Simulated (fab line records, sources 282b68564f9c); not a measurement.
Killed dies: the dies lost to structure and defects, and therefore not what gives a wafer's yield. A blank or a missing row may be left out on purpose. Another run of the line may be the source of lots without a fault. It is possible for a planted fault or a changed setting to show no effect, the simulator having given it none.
Comparing a struck lot with a sound one / flow rit_cmos / 14 out of 202 route steps
Sound: these wafers, L377.1, L377.3, L377.6. The struck wafers were L372.3, L372.5, L372.6. The cause comes at the end.
At each step with rows: each side's tool, then ch and its chambers, then its first start. Under that, the readings that differ: sound wafers / struck wafers / difference of the means / sigmas: that difference in standard deviations of wafers without a fault.
alike: readings with means less than 2 such deviations apart, plus words and numbers identical on both sides. not compared: withheld readings, readings lacking a value on some wafer, bounds such as >300 that could conceal the same value, and numbers that have no deviation in the record and whose values overlap.
The two part at a step that has a row with sigmas, a row that says differs or no value, or rows on one side only. When numbers do not overlap yet have no deviation, they are printed without sigmas and do not part them. A reading missing from all wafers of one side parts the sides only when that side holds two or more wafers.

first, 2 steps without rows for these wafers: RIT_NLDD_PEB_04; RIT_NLDD_DEVELOP_05 (develop time 50 s).
RIT_NLDD_OVL_MEAS_06:
  struck on overlay-01, day 6 00:34; sound on overlay-01, day 7 02:32
reading=NLDD_OVL (nm); sound=1.8 3.2 2.9; struck=-1.4 -1.2 -0.2; difference=-3.6; sigmas=-2
then, 2 steps without rows for these wafers: RIT_NLDD_HARDBAKE_07 (time 60 s); RIT_NLDD_IMPLANT_08.
RIT_NLDD_STRIP_09: strips in O2, time 180 s.
  sound on plasma_asher-03 ch 0,1, day 7 02:52; struck on plasma_asher-02 ch 0,1, day 6 00:57
  alike: drypump_motor_current_A, rf_refl_power_W
  not compared: rf_hours_counter_h
RIT_NLDD_TW_MEAS_10:
  struck on film_metro-04, day 6 01:05; sound on film_metro-04, day 7 03:02
  alike: NLDD_TW
then, 5 steps without rows for these wafers: RIT_PLDD_HMDS_00 (prime time 60 s); RIT_PLDD_COAT_01 (resist thk 1000 nm); RIT_PLDD_SOFTBAKE_02 (time 60 s); RIT_PLDD_EXPOSE_03 (exposes mask M8, target cd 40900 nm); RIT_PLDD_PEB_04.
RIT_PLDD_DEVELOP_05: develop time 50 s.
  sound on litho_track-02 ch 0, day 7 03:00; struck on litho_track-03, day 6 02:00
  no value came back on the struck wafers for chill_plate_temp_C (C), develop_time_s (s); on the sound wafers chill_plate_temp_C (C) reads 23.13 23.08 23.07
RIT_PLDD_OVL_MEAS_06:
  struck on overlay-01, day 6 02:07; sound on overlay-02, day 7 03:57
reading=PLDD_OVL (nm); sound=-1.6 -1.2 -1.9; struck=- - -; difference=no value on the struck wafers; sigmas=

== WHERE THEY PART ==
Earliest at RIT_NLDD_OVL_MEAS_06; latest, in this record, at RIT_PLDD_OVL_MEAS_06.

WHY: what had been put in by the simulator
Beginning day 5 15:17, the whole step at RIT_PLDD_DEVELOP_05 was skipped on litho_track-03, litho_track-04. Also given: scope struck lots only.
